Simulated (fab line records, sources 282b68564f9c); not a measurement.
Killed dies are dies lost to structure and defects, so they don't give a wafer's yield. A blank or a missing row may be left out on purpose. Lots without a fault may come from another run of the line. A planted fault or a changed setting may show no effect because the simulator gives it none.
fab line records | flow rit_cmos
record lots=6 wafers=18 last_day=7
route steps=202 shown SDANNEAL@153 PSD@157 NSD@158 PLDD@159 NLDD@160 SILICIDE@161 CONTACT@168 M1@184
lots that met no fault: from a run of the same line without faults
start_h: hours from the record's first day to the start of the lot's first wafer shown | wait_h: hours since the lot's step before | " the same as in the row above | L1.1+2: a row that stands for several wafers | - no value, or no start given | * or withheld: withheld | < > ~ a bound
route shown NAME@n: a module of which the file shows steps, and the number in the route of the first | usual: mean/standard deviation of fault-free wafers | same: alike in all rows | chamber/n: place in a boat | sites: the reading at each site | _std_site: their standard deviation | _edge_site: outer sites' mean less inner sites' | radius_mm: how far each site lies from the wafer's centre | mask NAME#n: copy n | behind: the tool/chamber that last shaped the wafer | hold: why the lot was held/for how many hours/how that ended | device: the transistor (n, p or np) that didn't switch | end of line: the same wafers' tests at the end of the route | a step without rows: its recipe alone | killed: dies lost to structure and defects at the first sort, not the wafer's yield | map: a wafer's dies, x killed, . not, _ none there
set.NAME: the setting as run; set.NAME@STEP: as run at that earlier step | model.NAME: the simulator's own value behind a step, which no gauge read
lots at some steps of the route; a table a step, a row a wafer
services: from which hour (start_h, from the record's first day; less than 0 if before it) a tool's chamber was out of use, for how many hours, and why
## steps
# step RIT_SDANNEAL_CLEAN_00
# recipe chemistry=SC1 mix=3:3:50 time_s=600 temp_c=75
# step RIT_SDANNEAL_CLEAN_01
# recipe chemistry=dHF dilution=50:1 time_s=30
# step RIT_SDANNEAL_CLEAN_02
# recipe chemistry=SC2 mix=3:3:50 time_s=600 temp_c=75 dry=n2_spin
# step RIT_SDANNEAL_RTA_03
# recipe temp_c=1050 time_s=5 idle_temp_c=600 ramp_up_c_per_s=342 ramp_down_c_per_s=171 cool_to_c=600 ambient=N2
# usual wafer_temp_C_max=1053.4/1.1
# columns lot.wafer tool chamber start_h wait_h wafer_temp_C_max
L342.1 rtp_anneal-01 0 85.84 0.0 1052.5
L342.3 " 0 " " 1052.8
L342.4 " 0 " " 1053.9
L344.2 rtp_anneal-01 0 99.56 0.0 1053.5
L344.3 " 0 " " 1054.5
L344.4 " 0 " " 1051.5
L347.2 rtp_anneal-02 0 113.07 0.0 1053.1
L347.3 " 0 " " 1053.8
L347.6 " 0 " " 1052.3
L355.1 rtp_anneal-02 0 148.81 0.0 1052.8
L355.4 " 0 " " 1057.1
L355.5 " 0 " " 1054.8
L357.3 rtp_anneal-02 0 159.19 0.0 1053.2
L357.4 " 0 " " 1054.4
L357.5 " 0 " " 1055.7
L358.1 rtp_anneal-01 0 164.92 0.0 1052.5
L358.2 " 0 " " 1053.0
L358.3 " 0 " " 1053.7
# step RIT_SDANNEAL_RS_MEAS_04
# recipe thk_meas_gauge=four-point-probe
# usual PSD_RS=115.88/0.29
# columns lot.wafer tool chamber start_h wait_h PSD_RS[ohm/sq]
L342.1 film_metro-01 - 85.96 0.1 115.88
L342.3 " - " " 116.18
L342.4 " - " " 115.68
L344.2 film_metro-01 - 99.63 0.1 115.94
L344.3 " - " " 115.59
L344.4 " - " " 115.42
L347.2 film_metro-02 - 113.14 0.1 116.11
L347.3 " - " " 115.88
L347.6 " - " " 116.06
L355.1 film_metro-02 - 148.87 0.0 115.96
L355.4 " - " " 116.47
L355.5 " - " " 115.78
L357.3 film_metro-04 - 159.27 0.1 115.77
L357.4 " - " " 115.84
L357.5 " - " " 115.73
L358.1 film_metro-04 - 164.98 0.0 115.66
L358.2 " - " " 115.99
L358.3 " - " " 115.76
# step RIT_SDANNEAL_RS_MEAS_05
# recipe thk_meas_gauge=four-point-probe
# usual NSD_RS=84.60/0.3
# columns lot.wafer tool chamber start_h wait_h NSD_RS[ohm/sq]
L342.1 film_metro-01 - 86.08 0.1 84.73
L342.3 " - " " 84.61
L342.4 " - " " 84.66
L344.2 film_metro-01 - 99.75 0.1 84.39
L344.3 " - " " 84.29
L344.4 " - " " 84.43
L347.2 film_metro-02 - 113.26 0.1 84.65
L347.3 " - " " 84.72
L347.6 " - " " 84.73
L355.1 film_metro-02 - 148.99 0.1 85.20
L355.4 " - " " 85.03
L355.5 " - " " 84.84
L357.3 film_metro-04 - 159.39 0.1 84.89
L357.4 " - " " 84.85
L357.5 " - " " 85.21
L358.1 film_metro-04 - 165.10 0.1 83.78
L358.2 " - " " 84.17
L358.3 " - " " 84.27
# step RIT_SDANNEAL_RS_MEAS_06
# recipe thk_meas_gauge=four-point-probe
# usual PLDD_RS=178.6/0.55
# columns lot.wafer tool chamber start_h wait_h PLDD_RS[ohm/sq]
L342.1 film_metro-01 - 86.20 0.1 178.5
L342.3 " - " " 178.5
L342.4 " - " " 178.1
L344.2 film_metro-01 - 99.87 0.1 177.6
L344.3 " - " " 178.3
L344.4 " - " " 178.1
L347.2 film_metro-02 - 113.38 0.1 179.1
L347.3 " - " " 179.1
L347.6 " - " " 179.7
L355.1 film_metro-02 - 149.11 0.1 179.3
L355.4 " - " " 179.2
L355.5 " - " " 179.0
L357.3 film_metro-04 - 159.51 0.1 178.8
L357.4 " - " " 179.2
L357.5 " - " " 178.7
L358.1 film_metro-04 - 165.22 0.1 178.2
L358.2 " - " " 178.7
L358.3 " - " " 178.6
# step RIT_SDANNEAL_RS_MEAS_07
# recipe thk_meas_gauge=four-point-probe
# usual NLDD_RS=151.8/0.49
# columns lot.wafer tool chamber start_h wait_h NLDD_RS[ohm/sq]
L342.1 film_metro-01 - 86.32 0.1 151.9
L342.3 " - " " 152.1
L342.4 " - " " 151.5
L344.2 film_metro-01 - 99.99 0.1 151.8
L344.3 " - " " 152.0
L344.4 " - " " 151.9
L347.2 film_metro-02 - 113.50 0.1 152.1
L347.3 " - " " 153.1
L347.6 " - " " 152.2
L355.1 film_metro-02 - 149.23 0.1 152.0
L355.4 " - " " 151.9
L355.5 " - " " 151.8
L357.3 film_metro-04 - 159.63 0.1 152.0
L357.4 " - " " 151.9
L357.5 " - " " 152.1
L358.1 film_metro-04 - 165.34 0.1 151.9
L358.2 " - " " 151.3
L358.3 " - " " 151.3
# step RIT_SILICIDE_WET_ETCH_00
# recipe chemistry=BOE target=SiO2 target_depth_nm=14 time_s=15 dry=n2_spin dilution=10:1 temp_c=21.5
# step RIT_SILICIDE_SPUTTER_01
# recipe material=Ti target_thk_nm=30 power_w=350 chamber_pressure_pa=0.667 gas=Ar time_s=240 substrate_temp_c=25
# usual throttle_valve_pct=29.8/1.2
# columns lot.wafer tool chamber start_h wait_h throttle_valve_pct
L342.1 pvd_sputter-02 - 86.45 0.0 27.9
L342.3 " - " " 30.0
L342.4 " - " " 27.6
L344.2 pvd_sputter-02 - 100.10 0.0 29.5
L344.3 " - " " 27.9
L344.4 " - " " 30.0
L347.2 pvd_sputter-03 - 113.61 0.0 29.7
L347.3 " - " " 28.1
L347.6 " - " " 29.9
L355.1 pvd_sputter-03 - 149.36 0.0 28.1
L355.4 " - " " 29.8
L355.5 " - " " 30.0
L357.3 pvd_sputter-02 - 159.72 0.0 27.9
L357.4 " - " " 31.6
L357.5 " - " " 29.7
L358.1 pvd_sputter-02 - 165.47 0.0 31.6
L358.2 " - " " 27.7
L358.3 " - " " 29.9
# step RIT_SILICIDE_RS_MEAS_02
# recipe thk_meas_gauge=four-point-probe reads=Ti_of_SILICIDE_SPUTTER_01
# usual SILICIDE_TI_RS=47.9/0.61
# columns lot.wafer tool chamber start_h wait_h SILICIDE_TI_RS[ohm/sq]
L342.1 film_metro-03 - 86.60 0.1 47.3
L342.3 " - " " 47.7
L342.4 " - " " 46.9
L344.2 film_metro-01 - 100.30 0.1 47.3
L344.3 " - " " 47.6
L344.4 " - " " 47.9
L347.2 film_metro-02 - 113.78 0.1 48.0
L347.3 " - " " 47.8
L347.6 " - " " 47.5
L355.1 film_metro-02 - 149.51 0.1 49.0
L355.4 " - " " 48.6
L355.5 " - " " 48.8
L357.3 film_metro-03 - 159.91 0.1 47.0
L357.4 " - " " 46.9
L357.5 " - " " 47.5
L358.1 film_metro-03 - 165.62 0.1 48.4
L358.2 " - " " 48.9
L358.3 " - " " 49.0
# step RIT_SILICIDE_THK_MEAS_03
# recipe thk_meas_gauge=xrf reads=Ti_of_SILICIDE_SPUTTER_01
# usual SILICIDE_TI_THK=29.8/0.35
# columns lot.wafer tool chamber start_h wait_h SILICIDE_TI_THK[nm]
L342.1 film_metro-03 - 86.72 0.1 30.1
L342.3 " - " " 30.0
L342.4 " - " " 30.3
L344.2 film_metro-01 - 100.41 0.1 30.3
L344.3 " - " " 30.3
L344.4 " - " " 30.1
L347.2 film_metro-02 - 113.89 0.1 29.9
L347.3 " - " " 29.9
L347.6 " - " " 29.9
L355.1 film_metro-02 - 149.63 0.1 29.3
L355.4 " - " " 29.4
L355.5 " - " " 29.2
L357.3 film_metro-03 - 160.01 0.1 30.2
L357.4 " - " " 30.2
L357.5 " - " " 29.9
L358.1 film_metro-03 - 165.74 0.1 29.5
L358.2 " - " " 29.2
L358.3 " - " " 29.1
# step RIT_SILICIDE_RTA_04
# recipe temp_c=650 time_s=10 idle_temp_c=25 ramp_up_s=5 ramp_down_s=5 cool_to_c=25 ambient=N2
# usual wafer_temp_C_max=652.2/0.55
# columns lot.wafer tool chamber start_h wait_h wafer_temp_C_max
L342.1 rtp_anneal-02 0 86.78 0.1 652.9
L342.3 " 0 " " 652.7
L342.4 " 0 " " 652.2
L344.2 rtp_anneal-01 0 100.48 0.1 652.1
L344.3 " 0 " " 652.9
L344.4 " 0 " " 651.8
L347.2 rtp_anneal-01 0 113.95 0.1 651.5
L347.3 " 0 " " 652.2
L347.6 " 0 " " 652.0
L355.1 rtp_anneal-01 0 149.69 0.1 651.2
L355.4 " 0 " " 651.4
L355.5 " 0 " " 651.6
L357.3 rtp_anneal-01 0 160.08 0.1 651.6
L357.4 " 0 " " 652.8
L357.5 " 0 " " 652.4
L358.1 rtp_anneal-02 0 165.80 0.1 651.6
L358.2 " 0 " " 652.5
L358.3 " 0 " " 651.3
# step RIT_SILICIDE_WET_ETCH_05
# recipe chemistry=SPM target=Ti temp_c=90 time_s=120 dry=n2_spin
# step RIT_SILICIDE_RTA_06
# recipe temp_c=750 time_s=10 idle_temp_c=25 ramp_up_s=5 ramp_down_s=10 cool_to_c=25 ambient=N2
# step RIT_CONTACT_CVD_00
# recipe material=SiO2 target_thk_nm=400 precursor=TEOS temp_c=390 time_s=61 rf_w=400
# usual heater_power_w=306/56
# columns lot.wafer tool chamber start_h wait_h heater_power_w
L342.1 pecvd-02 2 87.02 0.1 312
L342.3 " 2 " " 325
L342.4 " 1 " " 234
L344.2 pecvd-04 0 100.64 0.0 412
L344.3 " 1 " " 267
L344.4 " 2 " " 306
L347.2 pecvd-04 2 114.12 0.0 318
L347.3 " 0 " " 332
L347.6 " 0 " " 356
L355.1 pecvd-03 0 149.87 0.1 294
L355.4 " 1 " " 239
L355.5 " 0 " " 332
L357.3 pecvd-02 0 160.23 0.0 383
L357.4 " 1 " " 254
L357.5 " 0 " " 389
L358.1 pecvd-03 0 165.97 0.1 340
L358.2 " 1 " " 311
L358.3 " 2 " " 206
# step RIT_CONTACT_THK_MEAS_01
# recipe reads=SiO2_of_CONTACT_CVD_00
# usual CONTACT_TEOS_THK=400/4.6
# columns lot.wafer tool chamber start_h wait_h CONTACT_TEOS_THK[nm]
L342.1 film_metro-03 - 87.10 0.1 394
L342.3 " - " " 400
L342.4 " - " " 400
L344.2 film_metro-04 - 100.86 0.2 398
L344.3 " - " " 398
L344.4 " - " " 406
L347.2 film_metro-03 - 114.18 0.0 392
L347.3 " - " " 396
L347.6 " - " " 404
L355.1 film_metro-03 - 149.92 0.0 395
L355.4 " - " " 402
L355.5 " - " " 403
L357.3 film_metro-04 - 160.30 0.0 397
L357.4 " - " " 408
L357.5 " - " " 403
L358.1 film_metro-03 - 166.03 0.0 398
L358.2 " - " " 400
L358.3 " - " " 395
# step RIT_CONTACT_HMDS_02
# recipe prime_time_s=60 prime_temp_c=140
# step RIT_CONTACT_COAT_03
# recipe resist=NOVOLAK spin_rpm=3250 resist_thk_nm=1000
# step RIT_CONTACT_SOFTBAKE_04
# recipe resist=NOVOLAK temp_c=90 time_s=60
# step RIT_CONTACT_EXPOSE_05
# recipe mask_id=M11 na=0.6 source_shape=conventional sigma_outer=0.5 target_cd_nm=1000 dose_mj=250
# step RIT_CONTACT_PEB_06
# recipe resist=NOVOLAK temp_c=withheld time_s=withheld
# step RIT_CONTACT_DEVELOP_07
# recipe resist=NOVOLAK develop_time_s=120 dev_temp_c=23
# step RIT_CONTACT_CD_MEAS_08
# recipe target_cd_nm=1000
# usual cd_nm=999.8/2.8
# columns lot.wafer tool chamber start_h wait_h cd_nm
L342.1 cd_sem-02 - 88.25 - 1000.2
L342.3 " - " " 1000.1
L342.4 " - " " 999.8
L344.2 cd_sem-01 - 102.03 - 999.5
L344.3 " - " " 997.8
L344.4 " - " " 997.7
L347.2 cd_sem-01 - 115.34 - 1000.4
L347.3 " - " " 1000.7
L347.6 " - " " 1000.4
L355.1 cd_sem-02 - 151.07 - 1000.6
L355.4 " - " " 999.4
L355.5 " - " " 1000.3
L357.3 cd_sem-02 - 161.62 - 1001.0
L357.4 " - " " 1000.5
L357.5 " - " " 999.8
L358.1 cd_sem-02 - 167.51 - 998.0
L358.2 " - " " 999.7
L358.3 " - " " 999.4
# step RIT_CONTACT_OVL_MEAS_09
# usual CONTACT_OVL=-1.0/1.4
# columns lot.wafer tool chamber start_h wait_h CONTACT_OVL[nm]
L342.1 overlay-01 - 88.37 0.1 -0.5
L342.3 " - " " -0.1
L342.4 " - " " -0.6
L344.2 overlay-01 - 102.13 0.1 -1.0
L344.3 " - " " -0.1
L344.4 " - " " -1.0
L347.2 overlay-01 - 115.45 0.1 -0.7
L347.3 " - " " -2.1
L347.6 " - " " -1.2
L355.1 overlay-01 - 151.19 0.1 -1.9
L355.4 " - " " -1.6
L355.5 " - " " -2.3
L357.3 overlay-01 - 161.71 0.1 0.1
L357.4 " - " " -1.2
L357.5 " - " " 0.2
L358.1 overlay-02 - 167.63 0.1 -0.7
L358.2 " - " " -0.9
L358.3 " - " " -1.0
# step RIT_CONTACT_HARDBAKE_10
# recipe resist=NOVOLAK temp_c=140 time_s=60
# step RIT_CONTACT_ETCH_11
# recipe target_depth_a=4800 over_etch_frac=0.2 stop_on=TiSi2 chemistry=CHF3/CF4/Ar target=SiO2 CHF3_flow_sccm=50 cf4_flow_sccm=10 Ar_flow_sccm=100 O2_flow_sccm=5 pressure_mtorr=100 rf_w=200 time_s=320
# usual drypump_motor_current_A=5.9/0.42 oes_product_au=0.995/0.015 throttle_valve_pct=8.92/0.15
# columns lot.wafer tool chamber start_h wait_h drypump_motor_current_A oes_product_au rf_hours_counter_h throttle_valve_pct
L342.1 rie_diel-04 1 88.56 0.1 5.4 1.010 106 9.17
L342.3 " 0 " " 5.3 1.004 152 9.01
L342.4 " 2 " " 5.6 0.996 43 8.60
L344.2 rie_diel-03 0 102.31 0.1 6.5 0.983 48 9.08
L344.3 " 2 " " 6.5 0.993 104 9.03
L344.4 " 1 " " 5.7 1.015 94 8.75
L347.2 rie_diel-03 3 115.63 0.1 6.0 1.009 9 8.99
L347.3 " 0 " " 6.5 0.981 48 9.09
L347.6 " 3 " " 6.1 1.002 - 8.98
L355.1 rie_diel-03 1 151.38 0.1 5.7 1.009 95 8.77
L355.4 " 3 " " 6.0 1.001 10 8.99
L355.5 " 3 " " 6.0 1.007 - 8.99
L357.3 rie_diel-03 2 161.88 0.1 6.4 1.000 106 9.04
L357.4 " 3 " " 6.0 1.015 10 8.99
L357.5 " 0 " " 6.5 0.978 - 9.05
L358.1 rie_diel-04 3 167.82 0.1 5.9 0.964 140 8.79
L358.2 " 2 " " 5.6 1.004 44 8.60
L358.3 " 1 " " 5.4 1.008 108 9.14
# step RIT_CONTACT_STRIP_12
# recipe chemistry=O2 time_s=180 resist=NOVOLAK platen_temp_c=withheld power_w=500 pressure_mtorr=4000 o2_flow_sccm=4000
# usual drypump_motor_current_A=5.4/0.5
# columns lot.wafer tool chamber start_h wait_h drypump_motor_current_A rf_hours_counter_h
L342.1 plasma_asher-02 0 88.75 0.1 5.7 30
L342.3 " 1 " " 4.7 -
L342.4 " 0 " " 5.7 -
L344.2 plasma_asher-02 0 102.51 0.1 5.7 31
L344.3 " 0 " " 5.7 -
L344.4 " 1 " " 4.7 -
L347.2 plasma_asher-03 0 115.82 0.1 4.7 46
L347.3 " 1 " " 5.9 -
L347.6 " 1 " " 5.9 -
L355.1 plasma_asher-03 1 151.57 0.1 5.9 51
L355.4 " 1 " " 5.9 -
L355.5 " 1 " " 5.9 -
L357.3 plasma_asher-02 1 162.14 0.2 4.7 -
L357.4 " 0 " " 5.7 -
L357.5 " 0 " " 5.7 -
L358.1 plasma_asher-02 1 168.02 0.1 4.7 38
L358.2 " 0 " " 5.7 38
L358.3 " 0 " " 5.7 -
# step RIT_CONTACT_CD_MEAS_90
# recipe target_cd_nm=1000
# usual cd_nm=999.7/2.7
# columns lot.wafer tool chamber start_h wait_h cd_nm
L342.1 cd_sem-02 - 88.93 0.1 1000.0
L342.3 " - " " 999.8
L342.4 " - " " 1000.2
L344.2 cd_sem-01 - 102.70 0.1 999.4
L344.3 " - " " 997.9
L344.4 " - " " 997.1
L347.2 cd_sem-02 - 116.02 0.1 1000.3
L347.3 " - " " 1000.9
L347.6 " - " " 1000.7
L355.1 cd_sem-02 - 151.75 0.1 1000.7
L355.4 " - " " 999.0
L355.5 " - " " 999.9
L357.3 cd_sem-02 - 162.29 0.1 1001.1
L357.4 " - " " 1000.1
L357.5 " - " " 999.7
L358.1 cd_sem-02 - 168.19 0.1 997.5
L358.2 " - " " 999.4
L358.3 " - " " 999.6
# step RIT_CONTACT_CLEAN_13
# recipe chemistry=SC1 mix=3:3:50 time_s=600 temp_c=75
# step RIT_CONTACT_CLEAN_14
# recipe chemistry=SC2 mix=3:3:50 time_s=600 temp_c=75 dry=n2_spin
# step RIT_M1_SPUTTER_00
# recipe material=Al target_thk_nm=400 power_w=2000 chamber_pressure_pa=0.4 gas=Ar time_s=500 substrate_temp_c=25
# step RIT_M1_RS_MEAS_01
# recipe thk_meas_gauge=four-point-probe reads=Al_of_M1_SPUTTER_00
# usual M1_AL_RS=0.0732/0.00078
# columns lot.wafer tool chamber start_h wait_h M1_AL_RS[ohm/sq]
L342.1 film_metro-01 - 89.69 0.1 0.0740
L342.3 " - " " 0.0742
L342.4 " - " " 0.0740
L344.2 film_metro-04 - 103.48 0.2 0.0729
L344.3 " - " " 0.0733
L344.4 " - " " 0.0728
L347.2 film_metro-04 - 116.78 0.2 0.0736
L347.3 " - " " 0.0725
L347.6 " - " " 0.0732
L355.1 film_metro-01 - 152.58 0.2 0.0730
L355.4 " - " " 0.0732
L355.5 " - " " 0.0730
L357.3 film_metro-01 - 163.25 0.2 0.0735
L357.4 " - " " 0.0737
L357.5 " - " " 0.0733
L358.1 film_metro-01 - 169.13 0.1 0.0719
L358.2 " - " " 0.0726
L358.3 " - " " 0.0722
# step RIT_M1_THK_MEAS_02
# recipe thk_meas_gauge=xrf reads=Al_of_M1_SPUTTER_00
# usual M1_AL_THK=402/5
# columns lot.wafer tool chamber start_h wait_h M1_AL_THK[nm]
L342.1 film_metro-01 - 89.81 0.1 398
L342.3 " - " " 399
L342.4 " - " " 397
L344.2 film_metro-04 - 103.59 0.1 407
L344.3 " - " " 403
L344.4 " - " " 407
L347.2 film_metro-04 - 116.89 0.1 401
L347.3 " - " " 409
L347.6 " - " " 406
L355.1 film_metro-01 - 152.70 0.1 403
L355.4 " - " " 404
L355.5 " - " " 404
L357.3 film_metro-01 - 163.35 0.1 402
L357.4 " - " " 402
L357.5 " - " " 402
L358.1 film_metro-01 - 169.25 0.1 408
L358.2 " - " " 409
L358.3 " - " " 409
# step RIT_M1_HMDS_03
# recipe prime_time_s=60 prime_temp_c=140
# step RIT_M1_COAT_04
# recipe resist=NOVOLAK spin_rpm=2000 resist_thk_nm=1300
# step RIT_M1_SOFTBAKE_05
# recipe resist=NOVOLAK temp_c=90 time_s=60
# step RIT_M1_EXPOSE_06
# recipe mask_id=M12 na=0.6 source_shape=conventional sigma_outer=0.5 target_cd_nm=2600 dose_mj=250
# step RIT_M1_PEB_07
# recipe resist=NOVOLAK temp_c=withheld time_s=withheld
# step RIT_M1_DEVELOP_08
# recipe resist=NOVOLAK develop_time_s=68 dev_temp_c=23
# step RIT_M1_CD_MEAS_09
# recipe target_cd_nm=2600
# usual cd_nm=2599.2/2.5
# columns lot.wafer tool chamber start_h wait_h cd_nm
L342.1 cd_sem-02 - 90.75 - 2599.2
L342.3 " - " " 2597.8
L342.4 " - " " 2598.8
L344.2 cd_sem-01 - 104.94 - 2598.0
L344.3 " - " " 2597.1
L344.4 " - " " 2599.3
L347.2 cd_sem-02 - 117.84 - 2599.5
L347.3 " - " " 2599.5
L347.6 " - " " 2600.0
L355.1 cd_sem-01 - 153.76 - 2601.7
L355.4 " - " " 2596.7
L355.5 " - " " 2600.6
L357.3 cd_sem-01 - 164.54 - 2601.7
L357.4 " - " " 2601.7
L357.5 " - " " 2602.5
L358.1 cd_sem-01 - 170.19 - 2592.6
L358.2 " - " " 2593.3
L358.3 " - " " 2593.2
# step RIT_M1_OVL_MEAS_10
# usual M1_OVL=0.0/1.5
# columns lot.wafer tool chamber start_h wait_h M1_OVL[nm]
L342.1 overlay-01 - 90.87 0.1 0.4
L342.3 " - " " -0.1
L342.4 " - " " -0.5
L344.2 overlay-02 - 105.05 0.1 2.4
L344.3 " - " " 1.6
L344.4 " - " " 1.3
L347.2 overlay-02 - 117.95 0.1 -0.3
L347.3 " - " " 1.8
L347.6 " - " " 1.8
L355.1 overlay-01 - 153.88 0.1 0.0
L355.4 " - " " -1.6
L355.5 " - " " 0.5
L357.3 overlay-01 - 164.63 0.1 3.8
L357.4 " - " " 1.6
L357.5 " - " " 1.2
L358.1 overlay-01 - 170.31 0.1 -0.9
L358.2 " - " " -0.1
L358.3 " - " " -0.7
# step RIT_M1_PROBE_99
# usual killed_at_M0_to_M3=0.0/0.22 killed_at_front_end=7/3.1 killed_dies=7/3.1 killed_open=3.2/2.1 killed_short=3.4/2
# same gross_dies=264 killed_at_M4_up=0 killed_at_back_side=0 killed_at_contacts=0 killed_at_other=0
# columns lot.wafer tool chamber start_h wait_h killed_at_M0_to_M3 killed_at_front_end killed_dies killed_open killed_short model.etest.npoly_line.rs_ohm_sq model.etest.ppoly_line.rs_ohm_sq model.etest.npoly_sal.rs_ohm_sq model.etest.ppoly_sal.rs_ohm_sq model.etest.pplus_sal.rs_ohm_sq model.etest.nplus_sal.rs_ohm_sq
L342.1 prober-01 - 93.43 0.1 0 13 13 8 5 16.93 16.4 4.304 4.29 4.251 4.268
L342.3 prober-01 - 93.53 0.2 0 12 12 7 5 16.97 16.45 4.306 4.309 4.292 4.264
L342.4 prober-01 - 93.58 0.2 0 4 4 1 3 16.8 16.5 4.294 4.271 4.261 4.238
L344.2 prober-01 - 107.70 0.1 1 4 5 2 3 16.79 16.36 4.318 4.292 4.292 4.266
L344.3 prober-01 - 107.75 0.2 0 10 10 7 3 16.85 16.26 4.335 4.287 4.277 4.289
L344.4 prober-01 - 107.80 0.2 0 16 16 8 8 16.94 16.32 4.294 4.284 4.253 4.264
L347.2 prober-02 - 120.77 0.1 0 11 11 9 2 16.97 16.54 4.401 4.336 4.37 4.359
L347.3 prober-02 - 120.82 0.2 0 4 4 2 2 16.91 16.52 4.359 4.324 4.335 4.303
L347.6 prober-02 - 120.97 0.2 0 5 5 4 1 16.97 16.36 4.332 4.303 4.301 4.255
L355.1 prober-01 - 156.42 0.1 0 5 5 2 3 17.5 16.85 4.458 4.428 4.443 4.399
L355.4 prober-01 - 156.57 0.2 0 5 5 3 2 17.41 16.65 4.409 4.393 4.394 4.37
L355.5 prober-01 - 156.62 0.2 0 7 7 1 6 17.56 16.85 4.462 4.425 4.416 4.377
L357.3 prober-01 - 167.26 0.2 0 5 5 2 3 17.12 16.38 4.41 4.389 4.368 4.358
L357.4 prober-01 - 167.31 0.2 0 9 9 5 4 16.95 16.42 4.341 4.311 4.306 4.297
L357.5 prober-01 - 167.36 0.2 0 13 13 3 10 17.17 16.62 4.411 4.382 4.381 4.342
L358.1 prober-02 - 173.02 0.1 0 4 4 2 2 17 16.62 4.363 4.319 4.318 4.306
L358.2 prober-02 - 173.07 0.1 0 9 9 6 3 17.14 16.53 4.375 4.345 4.351 4.295
L358.3 prober-02 - 173.12 0.2 0 7 7 3 4 17.23 16.6 4.435 4.366 4.398 4.374
# killed by level:class
L342.1 SILICIDE:geometric_particle:open=3 REOX:geometric_particle:open=2 SPACER:geometric_particle:open=2 SPACER:geometric_particle:short=2 SILICIDE:geometric_particle:short=2 GATE:geometric_particle:open=1 REOX:geometric_particle:short=1
L342.3 GATE:geometric_particle:open=2 GATE:geometric_particle:short=2 REOX:geometric_particle:short=2 SPACER:geometric_particle:open=2 FOX2:geometric_particle:open=1 FOX2:geometric_particle:short=1 REOX:geometric_particle:open=1 SILICIDE:geometric_particle:open=1
L342.4 GATE:geometric_particle:short=1 GATE:geometric_particle:open=1 REOX:geometric_particle:short=1 SILICIDE:geometric_particle:short=1
L344.2 FOX1:geometric_particle:open=1 GATE:geometric_particle:short=1 REOX:geometric_particle:short=1 REOX:geometric_particle:open=1 M1:geometric_particle:short=1
L344.3 GATE:geometric_particle:open=4 FOX1:geometric_particle:open=3 FOX1:geometric_particle:short=1 GATE:geometric_particle:short=1 SILICIDE:geometric_particle:short=1
L344.4 GATE:geometric_particle:short=5 GATE:geometric_particle:open=5 REOX:geometric_particle:short=2 FOX2:geometric_particle:open=1 REOX:geometric_particle:open=1 SPACER:geometric_particle:short=1 SILICIDE:geometric_particle:open=1
L347.2 GATE:geometric_particle:open=3 FOX1:geometric_particle:open=2 SPACER:geometric_particle:open=2 FOX2:geometric_particle:open=1 REOX:geometric_particle:short=1 REOX:geometric_particle:open=1 SPACER:geometric_particle:short=1
L347.3 FOX1:geometric_particle:open=2 FOX1:geometric_particle:short=2
L347.6 GATE:geometric_particle:open=2 GATE:geometric_particle:short=1 SPACER:geometric_particle:open=1 SILICIDE:geometric_particle:open=1
L355.1 FOX1:geometric_particle:short=2 FOX1:geometric_particle:open=1 FOX2:geometric_particle:open=1 SPACER:geometric_particle:short=1
L355.4 FOX1:geometric_particle:open=2 FOX2:geometric_particle:open=1 GATE:geometric_particle:short=1 SILICIDE:geometric_particle:short=1
L355.5 FOX2:geometric_particle:short=2 GATE:geometric_particle:short=2 FOX1:geometric_particle:short=1 REOX:geometric_particle:open=1 SPACER:geometric_particle:short=1
L357.3 GATE:geometric_particle:short=2 GATE:geometric_particle:open=1 REOX:geometric_particle:open=1 REOX:geometric_particle:short=1
L357.4 GATE:geometric_particle:open=4 GATE:geometric_particle:short=2 FOX1:geometric_particle:open=1 SPACER:geometric_particle:short=1 SILICIDE:geometric_particle:short=1
L357.5 SILICIDE:geometric_particle:short=5 REOX:geometric_particle:short=3 GATE:geometric_particle:short=2 SILICIDE:geometric_particle:open=2 REOX:geometric_particle:open=1
L358.1 GATE:geometric_particle:open=2 GATE:geometric_particle:short=1 REOX:geometric_particle:short=1
L358.2 SPACER:geometric_particle:open=2 FOX1:geometric_particle:open=1 FOX2:geometric_particle:open=1 FOX2:geometric_particle:short=1 GATE:geometric_particle:open=1 REOX:geometric_particle:open=1 REOX:geometric_particle:short=1 SPACER:geometric_particle:short=1
L358.3 FOX2:geometric_particle:open=2 GATE:geometric_particle:short=2 FOX2:geometric_particle:short=1 GATE:geometric_particle:open=1 REOX:geometric_particle:short=1
## services
# columns tool chamber start_h hours kind
rie_diel-03 - 63.17 1.2 repair
rie_diel-03 1 67.11 4.3 repair
rie_diel-03 0 69.56 6.8 repair
rie_diel-03 2 74.67 8.6 repair
pecvd-02 2 79.26 4.0 repair
rie_diel-03 0 83.14 16.3 repair
pecvd-04 - 90.09 2.8 pm
plasma_asher-02 - 112.24 1.4 repair
plasma_asher-02 - 136.57 2.0 repair
rie_diel-04 0 137.94 - clean
rie_diel-04 0 137.94 19.8 scheduled_down
rie_diel-04 0 137.94 19.8 vent_cycle
pecvd-04 - 141.19 5.5 pm
plasma_asher-03 - 154.80 15.6 pm
pvd_sputter-03 - 156.68 4.3 repair
pvd_sputter-03 - 164.21 8.2 repair
rie_diel-03 0 166.34 6.9 repair
## key
first_sign none at tools or gauges
model_effect step=RIT_M1_PROBE_99 value=etest.npoly_line.rs_ohm_sq without=17.04 struck=17.28
met_at RIT_SILICIDE_RTA_04
struck_wafers L355.1,L355.4,L355.5,L357.3,L357.4,L357.5
tester_left_out L355,L357
onset_between 113.95 149.69
also_fits RIT_SDANNEAL_RTA_03:rtp_anneal-02,RIT_CONTACT_ETCH_11:rie_diel-03
fault kind=process_parameter_drift tool=rtp_anneal-01 chamber=- onset_h=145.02 steps=RIT_SILICIDE_RTA_04 channel=time_s offset=* shape=step end_h=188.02 acts_in=* stated=*
# tester_left_out: of these lots the tester's yield and bins aren't shown, on N5 and GAA mostly nor the transistor test; their killed dies are dies lost to structure and defects alone, not to doping, threshold or leakage, so they don't give the yield
